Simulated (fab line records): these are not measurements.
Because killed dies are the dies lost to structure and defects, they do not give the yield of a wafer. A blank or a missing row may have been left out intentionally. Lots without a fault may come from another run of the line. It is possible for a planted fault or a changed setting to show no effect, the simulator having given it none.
2 desks looking at one fault :: flow berkeley cmos170 :: what lay behind the numbers comes last; until then each desk has only its own

AT THE TOOL OWNER'S DESK: rie metal-04
The tool's own readings at UCB170_M1_METAL_ETCH_12 (etches Al in Cl2/BCl3, stops on PSG, target depth 780 nm, time 130 s): means of the sampled wafers that have a number, for each lot that ran on this tool. A lot is out of limits, marked OUT, if its mean lies more than 4 standard deviations from the usual mean; the brackets give that distance.
Columns: A = drypump motor current A at UCB170_M1_METAL_ETCH_12, usual 5.8 A; B = oes product au at UCB170_M1_METAL_ETCH_12, usual 0.852 a.u.; C = rf fwd power W at UCB170_M1_METAL_ETCH_12, usual 596.4 W; D = throttle valve pct at UCB170_M1_METAL_ETCH_12, usual 24.40 %
lot: L937
first seen here: day 9 05:25
A: 5.6
B: 0.853
C: 595.6
D: 24.42

lot: L941
first seen here: day 10 00:17
A: 5.6
B: 0.857
C: 594.4
D: 24.41

lot: L949
first seen here: day 11 18:19
A: 5.6
B: 0.851
C: 667.8 (+36) OUT
D: 24.41

lot: L950
first seen here: day 12 09:06
A: 5.6
B: 0.853
C: 665.9 (+35) OUT
D: 24.40
This desk's finding: out of limits on L949, L950; first on L949, day 11 18:19 (rf fwd power W at UCB170_M1_METAL_ETCH_12). In limits: L937, L941.

METROLOGY DESK
Means of the sampled wafers that have a number, per lot and without regard to the tool the lot ran on: this is what the gauges read. A lot is out of limits, marked OUT, if its mean lies more than 4 standard deviations from the usual mean; the brackets give that distance.
Columns: A = M1_AL_RS at UCB170_M1_RS_MEAS_01, usual 0.0486 ohm/sq; B = M1_AL_THK at UCB170_M1_THK_MEAS_02, usual 600 nm; C = cd nm at UCB170_M1_CD_MEAS_09, usual 699.6 nm; D = M1_OVL at UCB170_M1_OVL_MEAS_10, usual 3 nm
lot: L937
first seen here: day 9 03:59
A: 0.0491
B: 594
C: 700.5
D: 5

lot: L939
first seen here: day 9 11:38
A: 0.0481
B: 607
C: 701.1
D: 5

lot: L938
first seen here: day 9 11:53
A: 0.0489
B: 594
C: 697.5
D: 7

lot: L941
first seen here: day 9 22:43
A: 0.0485
B: 600
C: 697.9
D: 8

lot: L949
first seen here: day 11 17:01
A: 0.0492
B: 595
C: 700.9
D: 6

lot: L950
first seen here: day 12 06:56
A: 0.0491
B: 593
C: 698.7
D: -5
This desk found nothing out of limits on any of the 6 lots.

ALL TOGETHER
On L949, L950, at day 11 18:19, an alarm was possible from the tool owner's desk.
From the metrology desk's view, nothing was out of limits.
The metrology desk holds a record of L949, L950, inside its limits.
UCB170_M1_METAL_ETCH_12 was run on rie metal-04 by each of the lots named.

WHAT HAD BEEN PUT IN BY THE SIMULATOR
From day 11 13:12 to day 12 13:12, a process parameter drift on rie metal-04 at UCB170_M1_METAL_ETCH_12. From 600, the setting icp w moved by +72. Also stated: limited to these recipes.
Shown lots that were struck: L949, L950.
Each desk's first reading out of limits, in hours after the fault started: the tool owner's desk, 5.
